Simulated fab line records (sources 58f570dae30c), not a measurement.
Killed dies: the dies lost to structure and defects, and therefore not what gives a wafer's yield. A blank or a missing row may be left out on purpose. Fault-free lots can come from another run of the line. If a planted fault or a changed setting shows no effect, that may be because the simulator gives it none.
Which of the tools did it? / flow berkeley-cmos170 / 7 lots with 21 wafers sampled at 3 steps, on a route of 331 steps

## WHAT THE GAUGES READ, wafer by wafer
UCB170_GATE_THK_MEAS_02.
lot=L750; measured=day 5 20:12; on=film-metro-02; GATE_OXIDE_THK (nm)=6.60 6.70 6.65
lot=L752; measured=day 6 04:31; on=film-metro-01; GATE_OXIDE_THK (nm)=6.31 6.46 6.42
lot=L754; measured=day 7 10:25; on=film-metro-02; GATE_OXIDE_THK (nm)=6.71 6.84 6.80
lot=L757; measured=day 7 10:25; on=film-metro-01; GATE_OXIDE_THK (nm)=6.83 6.65 6.77
lot=L769; measured=day 10 00:25; on=film-metro-03; GATE_OXIDE_THK (nm)=6.38 6.46 6.41
lot=L772; measured=day 10 20:21; on=film-metro-01; GATE_OXIDE_THK (nm)=6.39 6.39 6.37

## EACH LOT AND THE TOOL THAT RAN IT (in order: tool; ch and the chambers of the sampled wafers; start)
lot=L750; UCB170_NWELL_ETCH_13=rie-diel-02 ch 0,2, day 2 06:28; UCB170_NWELL_STRIP_15=plasma-asher-02 ch 1, day 2 06:43
lot=L752; UCB170_NWELL_ETCH_13=rie-diel-03 ch 0,1,3, day 3 01:17; UCB170_NWELL_STRIP_15=plasma-asher-01 ch 0,1, day 3 01:32
lot=L754; UCB170_NWELL_ETCH_13=rie-diel-01 ch 1,2,3, day 3 09:44; UCB170_NWELL_STRIP_15=plasma-asher-02 ch 0,1, day 3 09:59
lot=L757; UCB170_NWELL_ETCH_13=rie-diel-01 ch 0,1, day 3 21:07; UCB170_NWELL_STRIP_15=plasma-asher-03 ch 0,1, day 3 21:22
lot=L762; UCB170_NWELL_ETCH_13=rie-diel-01 ch 1,2, day 4 23:46; UCB170_NWELL_STRIP_15=plasma-asher-02 ch 0,1, day 5 00:01
lot=L769; UCB170_NWELL_ETCH_13=rie-diel-02 ch 0,1, day 6 05:24; UCB170_NWELL_STRIP_15=plasma-asher-03 ch 0,1, day 6 05:39
lot=L772; UCB170_NWELL_ETCH_13=rie-diel-02 ch 0,1,3, day 7 08:55; UCB170_NWELL_STRIP_15=plasma-asher-01 ch 0,1, day 7 09:10
- UCB170_NWELL_ETCH_13: etches Si3N4 in CH3F/Ar/O2, stops on SiO2, target depth 246.4 nm, time 154 s.
- UCB170_NWELL_STRIP_15: strips in O2.

## THE ANSWER, worked out from the rows above alone
Rule: usual is defined by the lots themselves. The widest of any qualifying gaps counts: lots, ordered by their means at a reading, are off when they make up no more than a third of the lots, leave a main group of 4 or more, and stand apart from it by 3 or more times the standard deviation of that group's means. A main group is skipped when, at the precision printed for the reading in the tables above, its means are all equal. A lot without any number at a reading at which 4 lots or more have one is off too. Any other lot the step has rows for is counted as sound.
Across all readings shown, no lot is off: no conclusion can be drawn from this.

## WHAT THE SIMULATOR PUT IN
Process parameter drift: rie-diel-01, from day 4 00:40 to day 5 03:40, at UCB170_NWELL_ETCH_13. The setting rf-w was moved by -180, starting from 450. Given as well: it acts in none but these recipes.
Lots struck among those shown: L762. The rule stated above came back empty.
